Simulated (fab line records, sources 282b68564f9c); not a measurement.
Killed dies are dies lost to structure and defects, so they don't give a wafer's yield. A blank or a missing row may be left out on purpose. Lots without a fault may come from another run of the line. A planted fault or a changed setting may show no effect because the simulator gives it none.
A struck lot beside a sound one | flow rit_cmos | 15 steps out of a route of 202
Sound: wafers L173.4, L173.5, L173.6. Struck: wafers L177.1, L177.3, L177.6. The cause comes at the end.
At each step with rows: each side's tool, then ch and its chambers, then its first start. Under that, the readings that differ: sound wafers | struck wafers | difference of the means | sigmas: that difference in standard deviations of wafers without a fault.
alike: readings whose means differ by less than 2 such deviations, and words and numbers that are the same on both sides. not compared: withheld readings, readings that some wafer has no value for, bounds like >300 that may hide the same value, and numbers for which the record gives no deviation and whose values overlap.
The two part at a step that has a row with sigmas, a row that says differs or no value, or rows on one side only. Numbers that don't overlap but have no deviation are shown without sigmas and don't part them. A reading that every wafer of one side lacks parts them only if that side has two wafers or more.

RIT_M1_THK_MEAS_02: measures by xrf.
  sound on film_metro-01, day 5 03:55; struck on film_metro-02, day 5 22:31
  alike: M1_AL_THK
then, 6 steps without rows for these wafers: RIT_M1_HMDS_03 (prime time 60 s); RIT_M1_COAT_04 (resist thk 1300 nm); RIT_M1_SOFTBAKE_05 (time 60 s); RIT_M1_EXPOSE_06 (exposes mask M12, target cd 2600 nm); RIT_M1_PEB_07; RIT_M1_DEVELOP_08 (develop time 68 s).
RIT_M1_CD_MEAS_09: target cd 2600 nm.
  sound on cd_sem-02, day 5 05:00; struck on cd_sem-02, day 5 23:35
  alike: cd_nm
RIT_M1_OVL_MEAS_10:
  sound on overlay-02, day 5 05:05; struck on overlay-01, day 5 23:43
  alike: M1_OVL
then, 1 step without rows for these wafers: RIT_M1_HARDBAKE_11 (time 120 s).
RIT_M1_METAL_ETCH_12: etches Al in Cl2/BCl3, stops on SiO2, time 165 s, target depth 600 nm.
  sound on rie_metal-04 ch 0,1, day 5 05:40; struck on rie_metal-02 ch 0,1, day 5 23:59
  alike: drypump_motor_current_A, oes_product_au, throttle_valve_pct
  not compared: rf_hours_counter_h
then, 1 step without rows for these wafers: RIT_M1_STRIP_13 (strips in nmp, time 600 s).
RIT_M1_STRIP_14: strips in O2, time 180 s.
  sound on plasma_asher-03 ch 0,1, day 5 06:01; struck on plasma_asher-03 ch 0,1, day 6 00:21
  no value came back on the struck wafers for chamber_pressure_mTorr (mTorr), drypump_motor_current_A (A), time_s (s); on the sound wafers chamber_pressure_mTorr (mTorr) reads 4007 4001 4000
  not compared: rf_hours_counter_h
RIT_M1_CD_MEAS_90: target cd 2600 nm.
  sound on cd_sem-01, day 5 06:11; struck on cd_sem-02, day 6 00:31
  alike: cd_nm
RIT_M1_PROBE_99:
  sound on prober-01, day 5 08:01; struck on prober-02, day 6 02:16
  alike: defect_limited_yield, killed_at_contacts, killed_at_front_end, killed_dies, killed_open, killed_short, sort_bin_3_pad_short, sort_bin_5_function, sort_bin_6_memory, sort_n_pass, sort_yield_pct

WHERE THEY PART
Only at RIT_M1_STRIP_14, within this record. Later steps at which nothing parts them and some readings are alike: RIT_M1_CD_MEAS_90, RIT_M1_PROBE_99.

WHY: what the simulator had put in
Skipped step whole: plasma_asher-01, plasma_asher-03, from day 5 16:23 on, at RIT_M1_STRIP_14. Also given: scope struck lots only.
